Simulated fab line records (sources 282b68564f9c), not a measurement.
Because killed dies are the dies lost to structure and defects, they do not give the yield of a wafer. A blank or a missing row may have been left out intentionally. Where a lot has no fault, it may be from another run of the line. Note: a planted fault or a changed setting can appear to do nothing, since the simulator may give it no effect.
A single fault, viewed from 2 desks || flow ritCmos || numbers are kept per desk, each desk with only its own; the story behind them comes last

THE METROLOGY DESK
Lot by lot, what the gauges showed, no matter which tool ran the lot: averages of those sampled wafers that carry a number. The brackets show how far a lot's mean lies from the usual mean; more than 4 standard deviations puts the lot out of limits, marked OUT.
Columns: A = ACTIVE_OXIDE_THK at RIT_ACTIVE_THK_MEAS_02, usual 46.7 nm; B = M1_OVL at RIT_M1_OVL_MEAS_10, usual -0.7 nm; C = M1_BOW at RIT_M1_BOW_MEAS_16, usual 16 um
{"lot": "L802", "first seen here": "day 1 13:03", "A": 47.3, "B": -3.4, "C": 10}
{"lot": "L803", "first seen here": "day 1 20:18", "A": 46.3, "B": -0.5, "C": 13}
{"lot": "L808", "first seen here": "day 2 19:24", "A": 46.3, "B": -2.7, "C": 24}
{"lot": "L809", "first seen here": "day 3 00:58", "A": "53.9 (+9.5) OUT", "B": -2.2, "C": 16}
{"lot": "L810", "first seen here": "day 3 07:01", "A": "54.9 (+11) OUT", "B": -2.1, "C": 14}
{"lot": "L814", "first seen here": "day 4 00:16", "A": 46.5, "B": 0.5, "C": 22}
{"lot": "L815", "first seen here": "day 4 05:20", "A": 44.6, "B": 0.6, "C": 19}
{"lot": "L817", "first seen here": "day 4 15:03", "A": 46.7, "B": -1.0, "C": 23}
{"lot": "L818", "first seen here": "day 4 20:03", "A": 47.2, "B": 1.0, "C": 20}
{"lot": "L820", "first seen here": "day 5 06:55", "A": 47.3, "B": 2.1, "C": 24}
{"lot": "L821", "first seen here": "day 5 12:07", "A": 46.5, "B": -2.9, "C": 19}
{"lot": "L822", "first seen here": "day 5 19:15", "A": 46.7, "B": 1.2, "C": 18}
{"lot": "L823", "first seen here": "day 6 00:26", "A": 46.5, "B": 0.7, "C": 18}
{"lot": "L825", "first seen here": "day 6 07:26", "A": 46.6, "B": -1.4, "C": 11}
This desk's finding: out of limits on L809, L810; first on L809, day 3 00:58 (ACTIVE_OXIDE_THK at RIT_ACTIVE_THK_MEAS_02). L802, L803, L808, L814, L815, L817, L818, L820, L821, L822, L823, L825: within limits.

TOOL OWNER'S DESK, furnace-01
The tool's own readings at RIT_ACTIVE_OXIDATION_01 (target thk 46.8 nm, ox time 3360 s): means of the sampled wafers that have a number, for each lot that ran on this tool. The brackets show how far a lot's mean lies from the usual mean; more than 4 standard deviations puts the lot out of limits, marked OUT.
Columns: A = spikeTcCentreC at RIT_ACTIVE_OXIDATION_01, usual 1001.9 C; B = spikeTcLoadC at RIT_ACTIVE_OXIDATION_01, usual 1024 C; C = spikeTcSourceC at RIT_ACTIVE_OXIDATION_01, usual 1023.3 C; D = tubeCenterTempC at RIT_ACTIVE_OXIDATION_01, usual 1000 C; E = tube_center_temp_C_max at RIT_ACTIVE_OXIDATION_01, usual 1002.5; F = zonePowerCentrePct at RIT_ACTIVE_OXIDATION_01, usual 48 %
{"lot": "L802", "first seen here": "day 1 11:05", "A": 1002.7, "B": 1029, "C": 1023.3, "D": 1000, "E": 1002.8, "F": 50}
{"lot": "L803", "first seen here": "day 1 18:22", "A": 1002.7, "B": 1029, "C": 1023.0, "D": 1000, "E": 1002.4, "F": 49}
{"lot": "L809", "first seen here": "day 2 23:02", "A": "1017.7 (+16) OUT", "B": "1044 (+5.2) OUT", "C": "1039.8 (+11) OUT", "D": "1015 (+99 or more) OUT", "E": "1017.5 (+44) OUT", "F": 50}
{"lot": "L810", "first seen here": "day 3 05:05", "A": "1017.6 (+16) OUT", "B": "1043 (+5.1) OUT", "C": "1038.2 (+10) OUT", "D": "1015 (+99 or more) OUT", "E": "1017.5 (+44) OUT", "F": 51}
{"lot": "L823", "first seen here": "day 5 22:29", "A": 1002.4, "B": 1029, "C": 1024.1, "D": 1000, "E": 1002.4, "F": 50}
{"lot": "L825", "first seen here": "day 6 05:30", "A": 1002.1, "B": 1028, "C": 1023.7, "D": 1000, "E": 1002.4, "F": 50}
This desk's verdict: out of limits on L809, L810, starting with L809 at day 2 23:02 (spikeTcCentreC at RIT_ACTIVE_OXIDATION_01). L802, L803, L823, L825: within limits.

BROUGHT TOGETHER
The tool owner's desk had the chance to raise an alarm at day 2 23:02 on L809, L810.
L809, L810 would have let the metrology desk raise an alarm at day 3 00:58.
RIT_ACTIVE_OXIDATION_01 was run on furnace-01 by each of the lots named.

WHAT WAS PUT IN BY THE SIMULATOR
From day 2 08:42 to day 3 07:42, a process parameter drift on furnace-01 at RIT_ACTIVE_OXIDATION_01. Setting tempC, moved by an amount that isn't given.
Struck lots among those shown: L809, L810.
Fault start to first reading out of limits, in hours, per desk: tool owner, 14; metrology, 16.
